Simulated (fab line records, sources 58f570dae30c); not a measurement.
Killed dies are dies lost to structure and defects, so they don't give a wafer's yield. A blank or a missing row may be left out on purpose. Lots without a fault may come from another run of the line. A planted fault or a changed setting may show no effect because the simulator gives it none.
A struck lot beside a sound one | flow berkeley_cmos170 | 14 steps out of a route of 331
Sound: wafers L931.2, L931.4, L931.5. Struck: wafers L925.3, L925.5, L925.6. The cause comes at the end.
At each step with rows: each side's tool, then ch and its chambers, then its first start. Under that, the readings that differ: sound wafers | struck wafers | difference of the means | sigmas: that difference in standard deviations of wafers without a fault.
alike: readings whose means differ by less than 2 such deviations, and words and numbers that are the same on both sides. not compared: withheld readings, readings that some wafer has no value for, bounds like >300 that may hide the same value, and numbers for which the record gives no deviation and whose values overlap.
The two part at a step that has a row with sigmas, a row that says differs or no value, or rows on one side only. Numbers that don't overlap but have no deviation are shown without sigmas and don't part them. A reading that every wafer of one side lacks parts them only if that side has two wafers or more.

first, 1 step without rows for these wafers: UCB170_NLDD_IMPLANT_09.
UCB170_NLDD_STRIP_10: strips in O2.
  sound on plasma_asher-03 ch 0,1, day 9 15:53; struck on plasma_asher-03 ch 0,1, day 8 20:11
  alike: chamber_pressure_mTorr, drypump_motor_current_A, o2_flow_sccm, oes_product_au, strip_time_to_endpoint_s
  not compared: rf_hours_counter_h
UCB170_NLDD_TW_MEAS_11:
  sound on film_metro-04, day 9 15:59; struck on film_metro-04, day 8 20:16
  alike: NLDD_TW
then, 1 step without rows for these wafers: UCB170_NLDD_CLEAN_12 (cleans in SPM, time 600 s).
UCB170_SPACER_CVD_00: deposits SiO2 from TEOS/O2, target thk 376 nm, time 47 s.
  sound on pecvd-04 ch 0,1, day 9 16:13; struck on pecvd-04 ch 0,1, day 8 20:29
  alike: heater_power_w
UCB170_SPACER_THK_MEAS_01:
  sound on film_metro-04, day 9 16:16; struck on film_metro-04, day 8 20:33
  alike: SPACER_TEOS_THK
then, 1 step without rows for these wafers: UCB170_SPACER_ANNEAL_02 (time 1800 s).
UCB170_SPACER_ETCHBACK_03: etches SiO2 in CHF3/CF4/Ar, stops on Si, target depth 376 nm, time 100 s.
  sound on rie_diel-04 ch 0,1,3, day 9 23:25; struck on rie_diel-04 ch 2,3, day 9 02:44
  alike: chamber_pressure_mTorr, drypump_motor_current_A, oes_product_au, throttle_valve_pct
  not compared: rf_hours_counter_h
then, 4 steps without rows for these wafers: UCB170_PSD_HMDS_00 (prime time 60 s); UCB170_PSD_COAT_01 (resist thk 900 nm); UCB170_PSD_SOFTBAKE_02 (time 60 s); UCB170_PSD_EXPOSE_03 (exposes mask PSELECT MOD, target cd 1200 nm).
UCB170_PSD_PEB_04:
  sound on litho_track-01 ch 0, day 10 02:04; struck on litho_track-01, day 9 03:40
  no value came back on the struck wafers for chill_plate_temp_C (C), exhaust_pa (Pa), plate_temp_C (C); on the sound wafers chill_plate_temp_C (C) reads 22.72 23.03 22.86
then, 1 step without rows for these wafers: UCB170_PSD_DEVELOP_05 (develop time 45 s).

WHERE THEY PART
Only at UCB170_PSD_PEB_04, within this record.

WHY: what the simulator had put in
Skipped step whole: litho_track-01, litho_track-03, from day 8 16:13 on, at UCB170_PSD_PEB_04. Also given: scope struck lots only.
